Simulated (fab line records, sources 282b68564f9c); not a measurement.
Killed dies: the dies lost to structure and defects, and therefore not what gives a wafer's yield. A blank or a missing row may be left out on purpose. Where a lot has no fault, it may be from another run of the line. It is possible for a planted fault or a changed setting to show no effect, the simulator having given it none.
A struck lot beside a sound one | flow rit-cmos | 17 steps out of a route of 202
Sound: the wafers L504.1, L504.3, L504.5. Wafers struck: L521.1, L521.2, L521.4. Last of all comes the cause.
Per side, at each step with rows, come the tool, then ch with its chambers, and then its first start. Under that, the readings that differ: sound wafers | struck wafers | difference of the means | sigmas: that difference in standard deviations of wafers without a fault.
alike: readings with means less than 2 such deviations apart, plus words and numbers identical on both sides. not compared: withheld readings, readings lacking a value on some wafer, bounds such as >300 that could conceal the same value, and numbers that have no deviation in the record and whose values overlap.
The two part at a step that has a row with sigmas, a row that says differs or no value, or rows on one side only. Numbers that don't overlap but have no deviation are shown without sigmas and don't part them. A reading missing from all wafers of one side parts the sides only when that side holds two or more wafers.

first, 1 step without rows for these wafers: RIT_PRETRO_DEVELOP_05 (develop time 68 s).
RIT_PRETRO_OVL_MEAS_06:
  sound: overlay-02 at day 2 15:28; struck: overlay-02 at day 5 19:37
  alike: PRETRO_OVL
then, 2 steps without rows for these wafers: RIT_PRETRO_HARDBAKE_07 (time 120 s); RIT_PRETRO_IMPLANT_08.
RIT_PRETRO_STRIP_09: strips in O2, time 180 s.
  sound on plasma-asher-01 ch 0,1, day 2 16:15; struck on plasma-asher-02 ch 0,1, day 5 20:03
  reading                     | sound       | struck      | difference | sigmas
  drypump-motor-current-A (A) | 5.5 5.4 5.4 | 6.4 6.3 6.3 | +0.9       | +2
  not compared: rf-hours-counter-h
RIT_PRETRO_TW_MEAS_10:
  sound: film-metro-04 at day 2 16:25; struck: film-metro-01 at day 5 20:14
  alike: PRETRO_TW
then, 5 steps without rows for these wafers: RIT_GATE_WET_ETCH_00 (etches SiO2 in BOE, target depth 56 nm, time 60 s); RIT_GATE_CLEAN_01 (cleans in SC1, time 600 s); RIT_GATE_CLEAN_02 (cleans in dHF, time 30 s); RIT_GATE_CLEAN_03 (cleans in SC2, time 600 s); RIT_GATE_CLEAN_04 (cleans in dHF, time 60 s).
RIT_FOX2_THK_MEAS_91:
  sound: film-metro-04 at day 2 16:54; struck: film-metro-04 at day 5 20:42
  alike: FIELD_OXIDE_LEFT_2_THK
RIT_GATE_OXIDATION_05: target thk 3 nm, ox time 270 s.
  sound on furnace-01 ch 0, day 2 17:52; struck on furnace-01 ch 0, day 5 21:03
  reading                                     | sound             | struck            | difference | sigmas
  ox-time-s (s)                               | 270 270 270       | 513 513 513       | +243       |
  model.SiO2_of_GATE_OXIDATION_05.thk-nm (nm) | 3.036 3.001 3.013 | 4.864 4.833 4.848 | +1.832     |
  alike: zone-power-source-pct
then, 1 step without rows for these wafers: RIT_GATE_ANNEAL_06 (time 600 s).
RIT_GATE_THK_MEAS_07:
  sound: film-metro-03 at day 2 19:12; struck: film-metro-03 at day 5 22:23
  reading             | sound          | struck         | difference | sigmas
  GATE_OXIDE_THK (nm) | 3.14 2.98 3.01 | 4.83 4.84 4.81 | +1.78      | +27
then, 1 step without rows for these wafers: RIT_GATE_CVD_08 (deposits poly-Si from SiH4, target thk 250 nm, time 2220 s).
RIT_M1_PROBE_99:
  sound: prober-02 at day 3 18:08; struck: prober-01 at day 6 21:13
  reading                             | sound             | struck            | difference | sigmas
  model.etest.pmos_0p3.r-on-ohm-um    | 6426 6422 6512    | 9965 9962 1e+04   | +3522      |
  model.etest.pmos-turned.r-on-ohm-um | 3499 3538 3615    | 4543 4640 4722    | +1084      |
  model.etest.nmos_0p3.r-on-ohm-um    | 2163 2138 2176    | 3257 3267 3277    | +1108      |
  model.etest.pmos_0p15.r-on-ohm-um   | 2822 2832 2904    | 3641 3696 3780    | +853       |
  model.etest.nmos_0p15.r-on-ohm-um   | 1121 1129 1142    | 1394 1449 1446    | +299       |
  model.etest.nmos_0p15.drive-ua-um   | 477 476.3 465.8   | 310.1 306.3 303.6 | -166.4     |
  model.etest.nmos-narrow.drive-ua-um | 225.2 226.1 223.5 | 102 103.5 103.2   | -122       |
  model.etest.nmos_0p3.drive-ua-um    | 226 229.3 227.1   | 107.8 108.9 109.4 | -118.8     |
  alike: killed-at-front-end, killed-dies, killed-open, killed-short

WHERE THEY PART
First at RIT_PRETRO_STRIP_09; last, within this record, at RIT_GATE_THK_MEAS_07. Later steps at which nothing parts them and some readings are alike: RIT_M1_PROBE_99.

WHY: what the simulator had put in
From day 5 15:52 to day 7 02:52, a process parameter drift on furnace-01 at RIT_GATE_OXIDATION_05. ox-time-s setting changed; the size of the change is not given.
